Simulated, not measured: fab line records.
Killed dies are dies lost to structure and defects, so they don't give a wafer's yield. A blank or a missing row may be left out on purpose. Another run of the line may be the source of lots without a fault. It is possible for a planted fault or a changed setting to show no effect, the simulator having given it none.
Which of the tools did it? ; flow rit-cmos ; 12 lots, 36 wafers sampled, at 6 steps of a route of 202

WHAT THE GAUGES READ, wafer by wafer
RIT_M1_RS_MEAS_01: uses a four-point probe to measure.
lot;measured;on;M1_AL_RS (ohm/sq)
L136;day 3 13:16;film-metro-02;0.0740 0.0748 0.0746
L137;day 3 19:08;film-metro-03;0.0737 0.0736 0.0744
L138;day 3 22:26;film-metro-03;0.0726 0.0730 0.0743
L139;day 3 22:43;film-metro-02;0.0725 0.0725 0.0727
L145;day 5 10:13;film-metro-02;0.0718 0.0721 0.0832 0.0720 0.0723 0.0832
L146;day 5 13:12;film-metro-04;0.0727 0.0727 0.0731
L147;day 5 19:10;film-metro-02;0.0835 0.0721 0.0725 0.0835 0.0722 0.0727
L148;day 5 22:36;film-metro-04;0.0721 0.0730 0.0730
L150;day 6 08:28;film-metro-03;0.0728 0.0730 0.0726
L152;day 6 19:23;film-metro-03;0.0741 0.0734 0.0741
L156;day 7 15:25;film-metro-03;0.0719 0.0723 0.0726
L158;day 8 00:11;film-metro-02;0.0742 0.0725 0.0737

RIT_M1_THK_MEAS_02: measures by xrf.
lot;measured;on;M1_AL_THK (nm)
L136;day 3 13:22;film-metro-02;398 392 389
L137;day 3 19:14;film-metro-03;401 398 397
L138;day 3 22:33;film-metro-03;405 403 392
L139;day 3 22:49;film-metro-02;405 404 403
L145;day 5 15:43;film-metro-02;408 406 354 408 404 352
L146;day 5 13:19;film-metro-04;401 404 399
L147;day 5 22:41;film-metro-02;351 403 401 350 406 402
L148;day 5 22:43;film-metro-04;407 403 405
L150;day 6 08:34;film-metro-03;406 404 406
L152;day 6 19:31;film-metro-03;397 402 395
L156;day 7 15:32;film-metro-03;407 408 404
L158;day 8 00:19;film-metro-02;392 405 395

RIT_M1_CD_MEAS_09: target cd 2600 nm.
lot;measured;on;cd-nm (nm)
L136;day 3 14:20;cd-sem-01;2594.3 2595.8 2596.1
L137;day 3 20:11;cd-sem-02;2602.7 2603.1 2602.5
L138;day 3 23:37;cd-sem-02;2600.7 2600.2 2600.6
L139;day 3 23:58;cd-sem-01;2601.4 2599.3 2599.0
L145;day 5 20:41;cd-sem-02;2601.2 2601.8 2600.0
L146;day 5 14:23;cd-sem-01;2605.1 2602.9 2601.3
L147;day 6 02:02;cd-sem-01;2595.5 2595.9 2595.9
L148;day 5 23:40;cd-sem-02;2599.0 2597.7 2596.8
L150;day 6 09:39;cd-sem-01;2599.7 2600.3 2598.4
L152;day 6 20:34;cd-sem-02;2599.6 2598.5 2599.4
L156;day 7 16:36;cd-sem-02;2596.2 2596.3 2594.5
L158;day 8 01:23;cd-sem-01;2600.0 2601.1 2599.6

TOOL THAT RAN EACH LOT (tool first, then ch and the chambers of the sampled wafers, then the start)
lot;RIT_NLDD_STRIP_09;RIT_CONTACT_STRIP_12;RIT_M1_SPUTTER_00
L136;plasma-asher-03 ch 0,1, day 3 00:20;plasma-asher-03 ch 0,1, day 3 12:20;pvd-sputter-02, day 3 12:55
L137;plasma-asher-04 ch 0,1, day 3 07:16;plasma-asher-03 ch 0,1, day 3 17:57;pvd-sputter-03, day 3 18:47
L138;plasma-asher-02 ch 0,1, day 3 10:26;plasma-asher-03 ch 0,1, day 3 21:29;pvd-sputter-03, day 3 22:08
L139;plasma-asher-03 ch 0,1, day 3 10:44;plasma-asher-04 ch 0,1, day 3 21:47;pvd-sputter-02, day 3 22:23
L145;plasma-asher-04 ch 0,1, day 4 22:38;plasma-asher-03 ch 0,1, day 5 09:16;pvd-sputter-03, day 5 09:55
L146;plasma-asher-03 ch 0,1, day 5 01:40;plasma-asher-03 ch 0,1, day 5 12:16;pvd-sputter-02, day 5 12:54
L147;plasma-asher-04 ch 0,1, day 5 07:35;plasma-asher-02 ch 0,1, day 5 18:13;pvd-sputter-03, day 5 18:52
L148;plasma-asher-03 ch 0,1, day 5 10:43;plasma-asher-04 ch 0,1, day 5 21:40;pvd-sputter-02, day 5 22:18
L150;plasma-asher-02 ch 0,1, day 5 20:14;plasma-asher-03 ch 0,1, day 6 07:32;pvd-sputter-04, day 6 08:08
L152;plasma-asher-02 ch 0,1, day 6 06:25;plasma-asher-03 ch 0,1, day 6 18:26;pvd-sputter-02, day 6 19:06
L156;plasma-asher-02 ch 0,1, day 7 03:30;plasma-asher-02 ch 0,1, day 7 14:26;pvd-sputter-02, day 7 15:06
L158;plasma-asher-04 ch 0,1, day 7 12:59;plasma-asher-02 ch 1, day 7 23:15;pvd-sputter-04, day 7 23:54
- RIT_NLDD_STRIP_09: strips in O2, time 180 s.
- RIT_CONTACT_STRIP_12: strips in O2, time 180 s.
- RIT_M1_SPUTTER_00: material Al, target thk 400 nm, time 500 s.

WHAT THE TOOLS THEMSELVES READ (means of the sampled wafers that have a number; where no wafer has one, the mark that the record gives instead)
RIT_NLDD_STRIP_09.
lot;tool;drypump-motor-current-A (A)
L136;plasma-asher-03;5.7
L137;plasma-asher-04;5.8
L138;plasma-asher-02;5.5
L139;plasma-asher-03;5.7
L145;plasma-asher-04;5.8
L146;plasma-asher-03;5.8
L147;plasma-asher-04;5.7
L148;plasma-asher-03;5.7
L150;plasma-asher-02;5.4
L152;plasma-asher-02;5.4
L156;plasma-asher-02;5.7
L158;plasma-asher-04;5.9

RIT_CONTACT_STRIP_12.
lot;tool;drypump-motor-current-A (A)
L136;plasma-asher-03;5.7
L137;plasma-asher-03;5.8
L138;plasma-asher-03;5.7
L139;plasma-asher-04;5.9
L145;plasma-asher-03;5.8
L146;plasma-asher-03;5.7
L147;plasma-asher-02;5.7
L148;plasma-asher-04;5.9
L150;plasma-asher-03;5.7
L152;plasma-asher-03;5.7
L156;plasma-asher-02;5.4
L158;plasma-asher-02;6.0

RIT_M1_SPUTTER_00.
lot;tool;cathode-dc-power-W (W);substrate-temp-c (C);throttle-valve-pct (%)
L136;pvd-sputter-02;2000.1;24.78;29.5
L137;pvd-sputter-03;2000.3;24.87;30.3
L138;pvd-sputter-03;2000.1;24.97;30.3
L139;pvd-sputter-02;1999.8;25.08;29.6
L145;pvd-sputter-03;1910.8;24.98;30.2
L146;pvd-sputter-02;2000.1;24.95;29.5
L147;pvd-sputter-03;1910.5;25.00;30.1
L148;pvd-sputter-02;1999.6;25.10;29.3
L150;pvd-sputter-04;2000.0;24.96;30.5
L152;pvd-sputter-02;2000.2;25.05;29.7
L156;pvd-sputter-02;1999.9;24.97;29.6
L158;pvd-sputter-04;2000.0;25.01;31.2

THE ANSWER, worked out from the rows above alone
Rule: the lots themselves supply what counts as usual. Put in order of their means at a reading, lots are off if they are a third of the lots or fewer, leave a main group of 4 or more, and stand apart from it by a gap of 3 or more times the standard deviation of the main group's means; of several such gaps the widest counts. A main group is skipped when, at the precision printed for the reading in the tables above, its means are all equal. Also off: a lot with no number at a reading for which 4 or more lots have one. Any other lot the step has rows for is counted as sound. First the gauges in route order, then the tools' own readings, where a lot's mean is used as printed above. At the first step where some lot is off, the reading lying furthest off is the one used; lots without a number count as furthest.
Off, at RIT_M1_SPUTTER_00 on cathode-dc-power-W: L145, L147. Main group: mean 2000.0 W, sd 0.19.
If a tool, at that step or one of the process steps before it, ran each lot that is off and ran no sound lot following the first of them, it fits. One candidate fits, namely pvd-sputter-03 at RIT_M1_SPUTTER_00. Its last sound lot is L138 (day 3 22:08), its first lot that is off L145 (day 5 09:55): a fault that began between those two fits.
The tool's own readings at RIT_M1_SPUTTER_00 bear it out: on the lots that are off they differ by more than 5 times the standard deviation of the sound lots' means. cathode-dc-power-W reads 1910.7 W there against 2000.0 W on the sound lots.

WHAT THE SIMULATOR PUT IN
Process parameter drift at RIT_M1_SPUTTER_00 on pvd-sputter-03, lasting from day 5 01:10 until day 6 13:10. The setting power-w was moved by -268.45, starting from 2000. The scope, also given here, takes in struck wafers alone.
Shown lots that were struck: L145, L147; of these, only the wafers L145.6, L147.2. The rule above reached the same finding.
